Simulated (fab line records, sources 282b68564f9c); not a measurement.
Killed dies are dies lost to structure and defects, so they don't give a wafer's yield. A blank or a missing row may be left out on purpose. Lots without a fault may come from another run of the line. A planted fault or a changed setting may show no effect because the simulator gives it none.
fab line records | flow rit_cmos
record lots=6 wafers=18 last_day=7
route steps=202 shown PSD@150 SDANNEAL@153 NSD@158 PLDD@159 NLDD@160 SILICIDE@161 M1@202
lots that met no fault: from a run of the same line without faults
start_h: hours from the record's first day to the start of the lot's first wafer shown | wait_h: hours since the lot's step before | " the same as in the row above | L1.1+2: a row that stands for several wafers | - no value, or no start given | * or withheld: withheld | < > ~ a bound
route shown NAME@n: a module of which the file shows steps, and the number in the route of the first | usual: mean/standard deviation of fault-free wafers | same: alike in all rows | chamber/n: place in a boat | sites: the reading at each site | _std_site: their standard deviation | _edge_site: outer sites' mean less inner sites' | radius_mm: how far each site lies from the wafer's centre | mask NAME#n: copy n | behind: the tool/chamber that last shaped the wafer | hold: why the lot was held/for how many hours/how that ended | device: the transistor (n, p or np) that didn't switch | end of line: the same wafers' tests at the end of the route | a step without rows: its recipe alone | killed: dies lost to structure and defects at the first sort, not the wafer's yield | map: a wafer's dies, x killed, . not, _ none there
set.NAME: the setting as run; set.NAME@STEP: as run at that earlier step | model.NAME: the simulator's own value behind a step, which no gauge read
lots at some steps of the route; a table a step, a row a wafer
services: from which hour (start_h, from the record's first day; less than 0 if before it) a tool's chamber was out of use, for how many hours, and why
## steps
# step RIT_PSD_IMPLANT_08
# recipe species=BF2 energy_kev=27 dose_cm2=5e+15 tilt_deg=7
# step RIT_PSD_STRIP_09
# recipe chemistry=O2 time_s=180 resist=NOVOLAK platen_temp_c=withheld power_w=500 pressure_mtorr=4000 o2_flow_sccm=4000
# usual chamber_pressure_mTorr=4000/3.7 drypump_motor_current_A=5.95/0.22
# columns lot.wafer tool chamber start_h wait_h chamber_pressure_mTorr drypump_motor_current_A rf_hours_counter_h
L581.2 plasma_asher-04 0 101.59 0.1 3994 6.40 33
L581.4 " 0 " " 3999 6.38 -
L581.6 " 0 " " 4001 6.39 -
L582.1 plasma_asher-01 0 104.34 0.1 4001 6.31 47
L582.5 " 0 " " 4002 6.30 -
L582.6 " 1 " " 4004 5.77 -
L588.2 plasma_asher-01 1 137.91 0.1 4004 5.71 1
L588.4 " 0 " " 3996 6.32 -
L588.6 " 1 " " 3998 5.71 -
L590.3 plasma_asher-02 1 146.66 0.1 3999 5.83 -
L590.4 " 0 " " 3999 5.84 -
L590.5 " 0 " " 4001 5.89 -
L591.1 plasma_asher-01 1 152.65 0.1 3996 5.73 3
L591.2 " 0 " " 3993 6.30 3
L591.5 " 1 " " 4002 5.77 -
L594.2 plasma_asher-04 0 166.98 0.1 3999 6.35 40
L594.5 " 0 " " 3992 6.37 -
L594.6 " 1 " " 3998 5.85 -
# step RIT_PSD_TW_MEAS_10
# usual PSD_TW=3404/20
# columns lot.wafer tool chamber start_h wait_h PSD_TW
L581.2 film_metro-01 - 101.77 0.1 3439
L581.4 " - " " 3437
L581.6 " - " " 3458
L582.1 film_metro-03 - 104.52 0.1 3396
L582.5 " - " " 3413
L582.6 " - " " 3397
L588.2 film_metro-02 - 138.09 0.1 3438
L588.4 " - " " 3402
L588.6 " - " " 3419
L590.3 film_metro-03 - 146.79 0.1 3403
L590.4 " - " " 3405
L590.5 " - " " 3405
L591.1 film_metro-01 - 152.83 0.1 3392
L591.2 " - " " 3425
L591.5 " - " " 3412
L594.2 film_metro-03 - 167.16 0.1 3366
L594.5 " - " " 3404
L594.6 " - " " 3393
# step RIT_SDANNEAL_CLEAN_00
# recipe chemistry=SC1 mix=3:3:50 time_s=600 temp_c=75.63
# step RIT_SDANNEAL_CLEAN_01
# recipe chemistry=dHF dilution=50:1 time_s=30
# step RIT_SDANNEAL_CLEAN_02
# recipe chemistry=SC2 mix=3:3:50 time_s=600 temp_c=75 dry=n2_spin
# step RIT_SDANNEAL_RTA_03
# recipe temp_c=1050 time_s=5 idle_temp_c=600 ramp_up_c_per_s=342 ramp_down_c_per_s=171 cool_to_c=600 ambient=N2
# usual wafer_temp_C_max=1053.4/1.3
# columns lot.wafer tool chamber start_h wait_h wafer_temp_C_max
L581.2 rtp_anneal-02 0 102.23 0.0 1054.0
L581.4 " 0 " " 1054.2
L581.6 " 0 " " 1054.0
L582.1 rtp_anneal-01 0 104.94 0.0 1053.7
L582.5 " 0 " " 1058.1
L582.6 " 0 " " 1054.0
L588.2 rtp_anneal-01 0 138.52 0.0 1052.1
L588.4 " 0 " " 1054.4
L588.6 " 0 " " 1054.2
L590.3 rtp_anneal-01 0 147.22 0.0 1053.8
L590.4 " 0 " " 1051.8
L590.5 " 0 " " 1051.5
L591.1 rtp_anneal-02 0 153.25 0.0 1053.2
L591.2 " 0 " " 1052.3
L591.5 " 0 " " 1054.2
L594.2 rtp_anneal-01 0 167.59 0.0 1052.9
L594.5 " 0 " " 1052.8
L594.6 " 0 " " 1056.6
# step RIT_SDANNEAL_RS_MEAS_04
# recipe thk_meas_gauge=four-point-probe
# usual PSD_RS=115.9/0.31
# columns lot.wafer tool chamber start_h wait_h PSD_RS[ohm/sq]
L581.2 film_metro-03 - 102.30 0.1 116.2
L581.4 " - " " 116.0
L581.6 " - " " 116.2
L582.1 film_metro-03 - 105.00 0.0 115.8
L582.5 " - " " 116.2
L582.6 " - " " 116.1
L588.2 film_metro-01 - 138.59 0.1 115.8
L588.4 " - " " 115.9
L588.6 " - " " 115.8
L590.3 film_metro-01 - 147.30 0.1 115.8
L590.4 " - " " 116.0
L590.5 " - " " 116.0
L591.1 film_metro-03 - 153.31 0.0 116.0
L591.2 " - " " 116.1
L591.5 " - " " 116.2
L594.2 film_metro-02 - 167.66 0.1 115.8
L594.5 " - " " 116.0
L594.6 " - " " 115.6
# step RIT_SDANNEAL_RS_MEAS_05
# recipe thk_meas_gauge=four-point-probe
# usual NSD_RS=84.5/0.31
# columns lot.wafer tool chamber start_h wait_h NSD_RS[ohm/sq]
L581.2 film_metro-03 - 102.42 0.1 84.5
L581.4 " - " " 84.3
L581.6 " - " " 84.4
L582.1 film_metro-03 - 105.12 0.1 84.3
L582.5 " - " " 84.5
L582.6 " - " " 84.7
L588.2 film_metro-01 - 138.71 0.1 84.6
L588.4 " - " " 84.2
L588.6 " - " " 84.6
L590.3 film_metro-01 - 147.42 0.1 84.6
L590.4 " - " " 84.4
L590.5 " - " " 84.2
L591.1 film_metro-03 - 153.43 0.1 84.1
L591.2 " - " " 84.7
L591.5 " - " " 84.6
L594.2 film_metro-02 - 167.78 0.1 84.5
L594.5 " - " " 84.9
L594.6 " - " " 84.3
# step RIT_SDANNEAL_RS_MEAS_06
# recipe thk_meas_gauge=four-point-probe
# usual PLDD_RS=178.7/0.5
# columns lot.wafer tool chamber start_h wait_h PLDD_RS[ohm/sq]
L581.2 film_metro-03 - 102.54 0.1 178.6
L581.4 " - " " 179.2
L581.6 " - " " 178.7
L582.1 film_metro-03 - 105.24 0.1 178.3
L582.5 " - " " 179.0
L582.6 " - " " 178.7
L588.2 film_metro-01 - 138.83 0.1 178.3
L588.4 " - " " 178.3
L588.6 " - " " 178.9
L590.3 film_metro-01 - 147.54 0.1 178.8
L590.4 " - " " 179.6
L590.5 " - " " 179.1
L591.1 film_metro-03 - 153.55 0.1 179.2
L591.2 " - " " 178.7
L591.5 " - " " 179.0
L594.2 film_metro-02 - 167.90 0.1 178.9
L594.5 " - " " 178.6
L594.6 " - " " 178.8
# step RIT_SDANNEAL_RS_MEAS_07
# recipe thk_meas_gauge=four-point-probe
# usual NLDD_RS=149.8/0.54
# columns lot.wafer tool chamber start_h wait_h NLDD_RS[ohm/sq]
L581.2 film_metro-03 - 102.66 0.1 149.7
L581.4 " - " " 149.9
L581.6 " - " " 149.6
L582.1 film_metro-03 - 105.36 0.1 149.3
L582.5 " - " " 149.6
L582.6 " - " " 149.1
L588.2 film_metro-01 - 138.95 0.1 150.0
L588.4 " - " " 149.8
L588.6 " - " " 149.4
L590.3 film_metro-01 - 147.66 0.1 150.0
L590.4 " - " " 150.4
L590.5 " - " " 150.8
L591.1 film_metro-03 - 153.67 0.1 150.8
L591.2 " - " " 150.9
L591.5 " - " " 151.2
L594.2 film_metro-02 - 168.02 0.1 149.4
L594.5 " - " " 150.1
L594.6 " - " " 149.3
# step RIT_SILICIDE_WET_ETCH_00
# recipe chemistry=BOE target=SiO2 target_depth_nm=14 time_s=15.32 dry=n2_spin dilution=10:1 temp_c=21.5
# step RIT_SILICIDE_SPUTTER_01
# recipe material=Ti target_thk_nm=30 power_w=350 chamber_pressure_pa=0.667 gas=Ar time_s=240 substrate_temp_c=25
# usual throttle_valve_pct=30.3/1.2
# columns lot.wafer tool chamber start_h wait_h throttle_valve_pct model.Ti_of_SILICIDE_SPUTTER_01.thk_nm
L581.2 pvd_sputter-02 - 102.77 0.0 31.2 30.44
L581.4 " - " " 28.0 30.59
L581.6 " - " " 31.4 30.22
L582.1 pvd_sputter-03 - 105.49 0.0 31.2 29.65
L582.5 " - " " 31.1 29.61
L582.6 " - " " 28.8 29.26
L588.2 pvd_sputter-03 - 139.06 0.0 28.8 22.97
L588.4 " - " " 29.9 23.49
L588.6 " - " " 29.0 23.07
L590.3 pvd_sputter-03 - 147.76 0.0 31.6 23.52
L590.4 " - " " 28.9 23.42
L590.5 " - " " 30.1 23.98
L591.1 pvd_sputter-02 - 153.80 0.0 28.2 29.51
L591.2 " - " " 31.0 29.41
L591.5 " - " " 31.1 29.44
L594.2 pvd_sputter-04 - 168.13 0.0 29.7 30.38
L594.5 " - " " 30.0 30.32
L594.6 " - " " 28.5 29.94
# step RIT_SILICIDE_RS_MEAS_02
# recipe thk_meas_gauge=four-point-probe reads=Ti_of_SILICIDE_SPUTTER_01
# usual SILICIDE_TI_RS=48.0/0.79
# columns lot.wafer tool chamber start_h wait_h SILICIDE_TI_RS[ohm/sq]
L581.2 film_metro-04 - 102.94 0.1 47.0
L581.4 " - " " 46.7
L581.6 " - " " 47.5
L582.1 film_metro-02 - 105.64 0.1 48.6
L582.5 " - " " 48.7
L582.6 " - " " 49.4
L588.2 film_metro-01 - 139.23 0.1 67.1
L588.4 " - " " 65.3
L588.6 " - " " 66.8
L590.3 film_metro-02 - 147.95 0.1 65.1
L590.4 " - " " 65.5
L590.5 " - " " 63.6
L591.1 film_metro-01 - 153.95 0.1 48.9
L591.2 " - " " 49.1
L591.5 " - " " 49.0
L594.2 film_metro-04 - 168.30 0.1 47.1
L594.5 " - " " 47.3
L594.6 " - " " 47.9
# step RIT_SILICIDE_THK_MEAS_03
# recipe thk_meas_gauge=xrf reads=Ti_of_SILICIDE_SPUTTER_01
# usual SILICIDE_TI_THK=30.3/0.46
# columns lot.wafer tool chamber start_h wait_h SILICIDE_TI_THK[nm]
L581.2 film_metro-04 - 103.05 0.1 30.9
L581.4 " - " " 31.1
L581.6 " - " " 30.7
L582.1 film_metro-02 - 105.76 0.1 29.6
L582.5 " - " " 29.7
L582.6 " - " " 29.3
L588.2 film_metro-01 - 139.34 0.1 23.2
L588.4 " - " " 23.7
L588.6 " - " " 23.3
L590.3 film_metro-02 - 148.05 0.1 23.8
L590.4 " - " " 23.6
L590.5 " - " " 24.2
L591.1 film_metro-01 - 154.07 0.1 29.9
L591.2 " - " " 29.9
L591.5 " - " " 29.9
L594.2 film_metro-04 - 168.41 0.1 31.0
L594.5 " - " " 30.8
L594.6 " - " " 30.4
# step RIT_SILICIDE_RTA_04
# recipe temp_c=650 time_s=10 idle_temp_c=25 ramp_up_s=5 ramp_down_s=5 cool_to_c=25 ambient=N2
# usual wafer_temp_C_max=652.6/0.56
# columns lot.wafer tool chamber start_h wait_h wafer_temp_C_max
L581.2 rtp_anneal-01 0 103.12 0.1 652.9
L581.4 " 0 " " 652.9
L581.6 " 0 " " 652.4
L582.1 rtp_anneal-02 0 105.82 0.1 651.7
L582.5 " 0 " " 652.5
L582.6 " 0 " " 651.4
L588.2 rtp_anneal-02 0 139.40 0.1 652.8
L588.4 " 0 " " 653.5
L588.6 " 0 " " 653.2
L590.3 rtp_anneal-02 0 148.11 0.1 652.6
L590.4 " 0 " " 652.3
L590.5 " 0 " " 652.8
L591.1 rtp_anneal-01 0 154.13 0.1 653.7
L591.2 " 0 " " 653.3
L591.5 " 0 " " 653.2
L594.2 rtp_anneal-02 0 168.47 0.1 652.9
L594.5 " 0 " " 651.4
L594.6 " 0 " " 654.0
# step RIT_M1_PROBE_99
# usual killed_at_contacts=0.1/0.31 killed_at_front_end=7/3.3 killed_dies=7/3.3 killed_open=3.4/2.2 killed_short=3.5/2
# same gross_dies=264 killed_at_M0_to_M3=0 killed_at_M4_up=0 killed_at_back_side=0 killed_at_other=0
# columns lot.wafer tool chamber start_h wait_h killed_at_contacts killed_at_front_end killed_dies killed_open killed_short model.etest.npoly_line.line_ohm_um model.etest.ppoly_line.line_ohm_um model.etest.contact_nplus.end_ohm_um model.etest.contact_pplus.end_ohm_um model.etest.ppoly_line.width_nm model.etest.npoly_line.width_nm model.etest.npoly_line.rs_ohm_sq model.etest.ppoly_line.rs_ohm_sq
L581.2 prober-01 - 110.04 0.1 0 4 4 3 1 160.4 157 42.3 43.95 105.1 104.6 16.79 16.44
L581.4 prober-01 - 110.14 0.2 0 14 14 7 7 163.8 155.8 42.46 43.65 104.8 103.8 16.77 16.47
L581.6 prober-01 - 110.24 0.2 0 9 9 4 5 161 155.4 41.92 42.61 106 105.1 16.93 16.35
L582.1 prober-02 - 112.68 0.1 0 8 8 4 4 173.3 164.7 40.46 43.22 100.3 99.75 17.18 16.75
L582.5 prober-02 - 112.88 0.2 0 5 5 3 2 168.2 164.5 42.53 41.78 102.3 101.6 17.18 16.79
L582.6 prober-02 - 112.93 0.2 0 9 9 3 6 168.4 165.1 41.87 41.41 102.7 101.8 17.34 16.97
L588.2 prober-02 - 148.39 0.1 0 6 6 3 3 199.7 186.3 34.86 36.06 108.1 107.8 21.28 20.45
L588.4 prober-02 - 148.49 0.2 0 5 5 0 5 188.7 182.6 34.26 37.88 109.1 107.9 20.6 19.91
L588.6 prober-02 - 148.59 0.2 0 8 8 4 4 196.7 188.3 34.13 35.09 107 106.2 21.01 20.25
L590.3 prober-02 - 155.74 0.2 0 4 4 2 2 203.5 191.3 34.22 36.44 103.3 102.4 20.77 19.79
L590.4 prober-02 - 155.79 0.2 0 5 5 1 4 195.3 187.6 34.05 36.28 105.5 105.1 20.63 20.08
L590.5 prober-02 - 155.84 0.2 2 9 11 5 6 196.2 187.3 35.42 38.02 103.3 103 20.43 19.67
L591.1 prober-01 - 160.69 0.1 1 8 9 4 5 168.4 166.9 41.3 41.94 102.6 101.2 17.24 16.86
L591.2 prober-01 - 160.74 0.1 0 5 5 3 2 167.6 162.9 41.65 42.98 104 103.5 17.25 16.93
L591.5 prober-01 - 160.89 0.2 0 5 5 3 2 160.6 156.6 40.74 42.38 106.6 105.6 17.07 16.66
L594.2 prober-02 - 175.68 0.1 1 6 7 4 3 162.5 153.4 41.94 47.12 105.5 105.2 16.81 16.4
L594.5 prober-02 - 175.83 0.2 0 7 7 4 3 159.7 157.1 44.2 45.49 104.8 103.7 16.77 16.55
L594.6 prober-02 - 175.88 0.2 0 10 10 6 4 163.1 155.3 41.26 46.59 106 104.9 16.98 16.65
# killed by level:class
L581.2 FOX1:geometric_particle:open=1 FOX2:geometric_particle:open=1 GATE:geometric_particle:open=1 REOX:geometric_particle:short=1
L581.4 SILICIDE:geometric_particle:open=3 SILICIDE:geometric_particle:short=3 GATE:geometric_particle:open=2 SPACER:geometric_particle:short=2 FOX1:geometric_particle:short=1 FOX2:geometric_particle:open=1 GATE:geometric_particle:short=1 SPACER:geometric_particle:open=1
L581.6 GATE:geometric_particle:open=3 SILICIDE:geometric_particle:short=3 FOX1:geometric_particle:short=2 SPACER:geometric_particle:open=1
L582.1 GATE:geometric_particle:short=2 GATE:geometric_particle:open=2 FOX1:geometric_particle:open=1 FOX1:geometric_particle:short=1 SPACER:geometric_particle:short=1 SILICIDE:geometric_particle:open=1
L582.5 GATE:geometric_particle:open=2 GATE:geometric_particle:short=1 REOX:geometric_particle:open=1 REOX:geometric_particle:short=1
L582.6 SILICIDE:geometric_particle:short=3 GATE:geometric_particle:open=2 REOX:geometric_particle:short=2 FOX1:geometric_particle:short=1 REOX:geometric_particle:open=1
L588.2 GATE:geometric_particle:short=2 FOX1:geometric_particle:open=1 GATE:geometric_particle:open=1 REOX:geometric_particle:short=1 SILICIDE:geometric_particle:open=1
L588.4 FOX1:geometric_particle:short=2 GATE:geometric_particle:short=2 REOX:geometric_particle:short=1
L588.6 REOX:geometric_particle:short=3 GATE:geometric_particle:open=2 GATE:geometric_particle:short=1 REOX:geometric_particle:open=1 SILICIDE:geometric_particle:open=1
L590.3 GATE:geometric_particle:open=1 REOX:geometric_particle:short=1 SILICIDE:geometric_particle:short=1 SILICIDE:geometric_particle:open=1
L590.4 SILICIDE:geometric_particle:short=2 GATE:geometric_particle:short=1 REOX:geometric_particle:open=1 SPACER:geometric_particle:short=1
L590.5 GATE:geometric_particle:open=4 REOX:geometric_particle:short=3 FOX1:geometric_particle:short=1 GATE:geometric_particle:short=1 CONTACT:geometric_particle:open=1 CONTACT:geometric_particle:short=1
L591.1 FOX2:geometric_particle:open=2 FOX1:geometric_particle:short=1 GATE:geometric_particle:open=1 REOX:geometric_particle:short=1 REOX:geometric_particle:open=1 SPACER:geometric_particle:short=1 SILICIDE:geometric_particle:short=1 CONTACT:geometric_particle:short=1
L591.2 FOX1:geometric_particle:open=1 GATE:geometric_particle:open=1 GATE:geometric_particle:short=1 REOX:geometric_particle:open=1 SILICIDE:geometric_particle:short=1
L591.5 FOX1:geometric_particle:open=1 FOX1:geometric_particle:short=1 GATE:geometric_particle:open=1 SPACER:geometric_particle:open=1 SILICIDE:geometric_particle:short=1
L594.2 REOX:geometric_particle:open=1 GATE:geometric_particle:short=1 REOX:geometric_particle:short=1 SPACER:geometric_particle:open=1 SILICIDE:geometric_particle:open=1 SILICIDE:geometric_particle:short=1 CONTACT:geometric_particle:open=1
L594.5 GATE:geometric_particle:short=2 REOX:geometric_particle:open=2 FOX1:geometric_particle:open=1 GATE:geometric_particle:open=1 SILICIDE:geometric_particle:short=1
L594.6 GATE:geometric_particle:open=2 SILICIDE:geometric_particle:short=2 SILICIDE:geometric_particle:open=2 FOX1:geometric_particle:open=1 FOX1:geometric_particle:short=1 GATE:geometric_particle:short=1 REOX:geometric_particle:open=1
## services
# columns tool chamber start_h hours kind
pvd_sputter-04 - 80.48 7.6 repair
plasma_asher-01 - 105.73 12.0 repair
plasma_asher-01 - 117.71 9.0 pm
plasma_asher-01 0 117.71 9.0 vent_cycle
plasma_asher-01 1 117.71 9.0 vent_cycle
plasma_asher-01 0 126.71 - clean
plasma_asher-01 1 126.71 - clean
pvd_sputter-04 - 146.64 2.8 repair
pvd_sputter-03 - 163.37 6.7 repair
## key
first_sign step=RIT_SILICIDE_RS_MEAS_02 reading=SILICIDE_TI_RS direction=up sigmas=22 usual=48.0 struck=65.6
effect step=RIT_SILICIDE_THK_MEAS_03 reading=SILICIDE_TI_THK direction=down sigmas=14 usual=30.3 struck=23.6
model_effect step=RIT_SILICIDE_SPUTTER_01 value=Ti_of_SILICIDE_SPUTTER_01.thk_nm without=29.85 struck=23.41
model_effect step=RIT_M1_PROBE_99 value=etest.npoly_line.line_ohm_um without=170.2 struck=196.7
met_at RIT_SILICIDE_SPUTTER_01
struck_wafers L588.2,L588.4,L588.6,L590.3,L590.4,L590.5
tester_left_out L588,L590
onset_between 105.49 139.06
fault kind=process_parameter_drift tool=pvd_sputter-03 chamber=- onset_h=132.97 steps=RIT_SILICIDE_SPUTTER_01 channel=time_s offset=* shape=step end_h=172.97 stated=*
# tester_left_out: of these lots the tester's yield and bins aren't shown, on N5 and GAA mostly nor the transistor test; their killed dies are dies lost to structure and defects alone, not to doping, threshold or leakage, so they don't give the yield
